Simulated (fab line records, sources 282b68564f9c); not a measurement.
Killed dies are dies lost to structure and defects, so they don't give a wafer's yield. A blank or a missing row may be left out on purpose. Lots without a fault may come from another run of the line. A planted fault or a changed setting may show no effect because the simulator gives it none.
Which tool did it? | flow rit_cmos | 14 lots, 42 wafers sampled, at 2 steps of a route of 202

WHAT THE GAUGES READ, wafer by wafer
RIT_NRETRO_TW_MEAS_10.
lot  | measured    | on            | NRETRO_TW
L907 | day 2 14:54 | film_metro-04 | 1052 1046 1052
L908 | day 2 17:23 | film_metro-04 | 1047 1048 1047
L909 | day 2 20:50 | film_metro-01 | 1049 1058 1056
L910 | day 2 23:08 | film_metro-03 | 1054 1051 1047
L912 | day 3 13:08 | film_metro-03 | 1065 1064 1066
L913 | day 3 13:25 | film_metro-01 | 1044 1050 1053
L916 | day 4 02:52 | film_metro-03 | 1152 1141 1147
L920 | day 5 00:46 | film_metro-01 | 1134 1127 1125
L922 | day 5 10:54 | film_metro-01 | 1043 1047 1045
L924 | day 5 20:50 | film_metro-03 | 1056 1058 1059
L925 | day 6 01:18 | film_metro-03 | 1059 1062 1060
L927 | day 6 15:07 | film_metro-01 | 1041 1039 1039
L928 | day 7 00:21 | film_metro-01 | 1046 1052 1048
L929 | day 7 05:25 | film_metro-01 | 1050 1045 1050

WHICH TOOL RAN EACH LOT (tool, then ch and the chambers of the sampled wafers, then the start)
lot  | RIT_NRETRO_IMPLANT_08
L907 | implanter-04 ch 0, day 2 14:34
L908 | implanter-03 ch 0, day 2 17:05
L909 | implanter-01 ch 0, day 2 20:31
L910 | implanter-03 ch 0, day 2 22:50
L912 | implanter-03 ch 0, day 3 12:49
L913 | implanter-01 ch 0, day 3 13:06
L916 | implanter-03 ch 0, day 4 02:32
L920 | implanter-03 ch 0, day 5 00:29
L922 | implanter-01 ch 0, day 5 10:34
L924 | implanter-04 ch 0, day 5 20:32
L925 | implanter-01 ch 0, day 6 00:58
L927 | implanter-01 ch 0, day 6 14:48
L928 | implanter-01 ch 0, day 7 00:01
L929 | implanter-01 ch 0, day 7 05:08
- RIT_NRETRO_IMPLANT_08

WHAT THE TOOLS THEMSELVES READ (means of the sampled wafers that have a number; where no wafer has one, the mark that the record gives instead)
RIT_NRETRO_IMPLANT_08.
lot  | tool         | beam_energy_keV
L907 | implanter-04 | 69.996
L908 | implanter-03 | 70.003
L909 | implanter-01 | 70.015
L910 | implanter-03 | 70.014
L912 | implanter-03 | 70.012
L913 | implanter-01 | 70.019
L916 | implanter-03 | 94.491
L920 | implanter-03 | 94.513
L922 | implanter-01 | 70.007
L924 | implanter-04 | 69.982
L925 | implanter-01 | 70.011
L927 | implanter-01 | 69.980
L928 | implanter-01 | 70.033
L929 | implanter-01 | 69.986

THE ANSWER, worked out from the rows above alone
Rule: what is usual is taken from the lots themselves. Put in order of their means at a reading, lots are off if they are a third of the lots or fewer, leave a main group of 4 or more, and stand apart from it by a gap of 3 or more times the standard deviation of the main group's means; of several such gaps the widest counts. A main group whose means are all the same, to the digits that the tables above print for the reading, isn't used. A lot without any number at a reading at which 4 lots or more have one is off too. The other lots that the step has rows for count as sound. The gauges are gone through in route order, then the tools' own readings, and for those a lot's mean is taken as printed above. The first step at which some lot is off is used, and at that step the reading that is off furthest; a lot without a number counts as furthest.
Off: L916, L920, at RIT_NRETRO_TW_MEAS_10 (NRETRO_TW). The main group: mean 1051, standard deviation 6.7.
A tool fits if, at a process step before that reading, it ran every lot that is off, and no sound lot after the first of them. The gauges at RIT_NRETRO_TW_MEAS_10 aren't tried: what is off there is off at RIT_NRETRO_IMPLANT_08 too, on other tools, and a gauge's error can't cause that. One fits: implanter-03 at RIT_NRETRO_IMPLANT_08. Its last sound lot is L912 (day 3 12:49), its first lot that is off L916 (day 4 02:32): a fault that began between those two fits.
The tool's own readings at RIT_NRETRO_IMPLANT_08 bear it out: on the lots that are off they differ by more than 5 times the standard deviation of the sound lots' means. beam_energy_keV reads 94.502 there against 70.005 on the sound lots.

WHAT THE SIMULATOR HAD PUT IN
Process parameter drift: implanter-03, from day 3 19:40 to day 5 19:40, at RIT_NRETRO_IMPLANT_08. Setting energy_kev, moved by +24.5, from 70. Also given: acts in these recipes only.
Lots struck among those shown: L916, L920. The rule above found the same.
